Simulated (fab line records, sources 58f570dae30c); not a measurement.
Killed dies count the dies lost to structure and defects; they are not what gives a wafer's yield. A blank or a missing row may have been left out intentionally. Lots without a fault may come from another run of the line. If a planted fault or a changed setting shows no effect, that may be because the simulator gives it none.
A single fault, viewed from 2 desks -- flow berkeley-cmos170 -- only its own numbers are on each desk; what lay behind them is given at the end

== METROLOGY DESK ==
Means of the sampled wafers that have a number, per lot and without regard to the tool the lot ran on: this is what the gauges read. The brackets show how far a lot's mean lies from the usual mean; more than 4 standard deviations puts the lot out of limits, marked OUT.
Columns: A = PWELL_OVL at UCB170_PWELL_OVL_MEAS_13, usual 3 nm; B = PWELL_TW at UCB170_PWELL_TW_MEAS_17, usual 377.1; C = WELLDRIVE_OXIDE_THK at UCB170_WELLDRIVE_THK_MEAS_02, usual 200 nm
lot,first seen here,A,B,C
L670,day 3 13:55,0,378.4,200
L679,day 5 06:06,7,374.5,194
L683,day 6 02:32,15,373.3,200
L682,day 6 02:36,3,378.8,196
L684,day 6 14:07,2,379.0,193
L685,day 6 21:22,-6,377.3,206
This desk's finding: nothing out of limits on any of the 6 lots.

== AT THE TOOL OWNER'S DESK: furnace-02 ==
Per lot that ran on this tool, the mean of the sampled wafers carrying a number, from the tool's own readings at UCB170_WELLDRIVE_ANNEAL_03 (time 900 s). The brackets show how far a lot's mean lies from the usual mean; more than 4 standard deviations puts the lot out of limits, marked OUT.
Columns: A = spike-tc-centre-C at UCB170_WELLDRIVE_ANNEAL_03, usual 1102.7 C; B = spike-tc-load-C at UCB170_WELLDRIVE_ANNEAL_03, usual 1126.5 C; C = spike-tc-source-C at UCB170_WELLDRIVE_ANNEAL_03, usual 1126.1 C; D = tube-center-temp-C at UCB170_WELLDRIVE_ANNEAL_03, usual 1100 C
lot,first seen here,A,B,C,D
L679,day 6 00:38,1101.3,1127.0,1126.3,1100
L682,day 6 21:04,1063.0 (-26) OUT,1085.5 (-34) OUT,1086.1 (-22) OUT,1100
L683,day 6 21:04,1062.3 (-27) OUT,1086.2 (-34) OUT,1084.9 (-23) OUT,1100
This desk's finding: out of limits on L682, L683; first on L682, day 6 21:04 (spike-tc-centre-C at UCB170_WELLDRIVE_ANNEAL_03). Within limits: L679.

== PUT TOGETHER ==
On L682, L683, at day 6 21:04, an alarm was possible from the tool owner's desk.
The metrology desk saw nothing out of limits.
The metrology desk has L682, L683 on record, within its limits.
On furnace-02, each named lot ran UCB170_WELLDRIVE_ANNEAL_03.

== WHAT THE SIMULATOR HAD INSERTED ==
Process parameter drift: furnace-02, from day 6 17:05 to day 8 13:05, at UCB170_WELLDRIVE_ANNEAL_03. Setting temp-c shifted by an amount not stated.
Struck lots among those shown: L682, L683.
Each desk's first reading out of limits, in hours after the fault started: the tool owner's desk, 4.
